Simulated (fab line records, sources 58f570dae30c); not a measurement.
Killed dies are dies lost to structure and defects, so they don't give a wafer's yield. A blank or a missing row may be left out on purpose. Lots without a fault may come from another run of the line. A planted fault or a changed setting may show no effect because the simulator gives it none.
One fault seen from 2 desks | flow berkeley_cmos170 | each desk has only its own numbers; what lay behind them comes last

THE TOOL OWNER'S DESK: lpcvd-02
The tool's own readings at UCB170_NWELL_CVD_04 (deposits Si3N4 from SiH2Cl2/NH3, target thk 224 nm, time 3360 s): means of the sampled wafers that have a number, for each lot that ran on this tool. A lot is out of limits, marked OUT, if its mean lies more than 4 standard deviations from the usual mean; the brackets give that distance.
Columns: A = sih2cl2_flow_sccm at UCB170_NWELL_CVD_04, usual 25.01 sccm; B = spike_tc_source_C at UCB170_NWELL_CVD_04, usual 819.5 C; C = zone_power_load_pct at UCB170_NWELL_CVD_04, usual 20.1 %
lot  | first seen here | A               | B     | C
L161 | day 3 08:58     | 25.06           | 820.5 | 22.3
L162 | day 3 08:58     | 25.01           | 819.3 | 22.2
L163 | day 3 14:56     | 24.99           | 819.3 | 22.4
L166 | day 4 07:53     | 30.01 (+62) OUT | 818.8 | 22.4
L167 | day 4 07:53     | 30.06 (+62) OUT | 821.3 | 22.5
This desk's finding: out of limits on L166, L167; first on L166, day 4 07:53 (sih2cl2_flow_sccm at UCB170_NWELL_CVD_04). In limits: L161, L162, L163.

THE METROLOGY DESK
What the gauges read, lot by lot, whatever tool the lot ran on: means of the sampled wafers that have a number. A lot is out of limits, marked OUT, if its mean lies more than 4 standard deviations from the usual mean; the brackets give that distance.
Columns: A = NWELL_NITRIDE_THK at UCB170_NWELL_THK_MEAS_05, usual 224.3 nm; B = PWELL_TW at UCB170_PWELL_TW_MEAS_17, usual 381.1; C = NVT_OVL at UCB170_NVT_OVL_MEAS_06, usual 0 nm
lot  | first seen here | A                | B     | C
L157 | day 2 09:10     | 226.4            | 381.4 | 5
L160 | day 2 18:45     | 226.2            | 382.2 | -1
L158 | day 2 18:46     | 224.9            | 382.4 | -6
L159 | day 2 22:37     | 224.6            | 381.2 | 5
L161 | day 3 10:55     | 223.2            | 380.0 | -2
L162 | day 3 10:55     | 222.0            | 382.1 | -4
L163 | day 3 16:53     | 225.4            | 382.0 | -4
L167 | day 4 09:49     | 234.9 (+6.2) OUT | 380.0 | 6
L166 | day 4 09:50     | 236.3 (+7.0) OUT | 380.5 | 0
L177 | day 6 14:59     | 225.9            | 382.1 | 3
L180 | day 7 00:38     | 223.0            | 381.5 | 0
This desk's finding: out of limits on L166, L167; first on L167, day 4 09:49 (NWELL_NITRIDE_THK at UCB170_NWELL_THK_MEAS_05). In limits: L157, L160, L158, L159, L161, L162, L163, L177, L180.

PUT TOGETHER
The tool owner's desk could have raised an alarm at day 4 07:53, on L166, L167.
The metrology desk could have raised an alarm at day 4 09:49, on L166, L167.
Of the lots named, all ran UCB170_NWELL_CVD_04 on lpcvd-02.

WHAT THE SIMULATOR HAD PUT IN
Process parameter drift: lpcvd-02, from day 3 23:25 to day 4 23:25, at UCB170_NWELL_CVD_04. Setting sih2cl2_flow_sccm, moved by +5, from 25. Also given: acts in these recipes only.
Lots struck among those shown: L166, L167.
Hours from the fault's start to each desk's first reading out of limits: the tool owner's desk, 8; the metrology desk, 10.
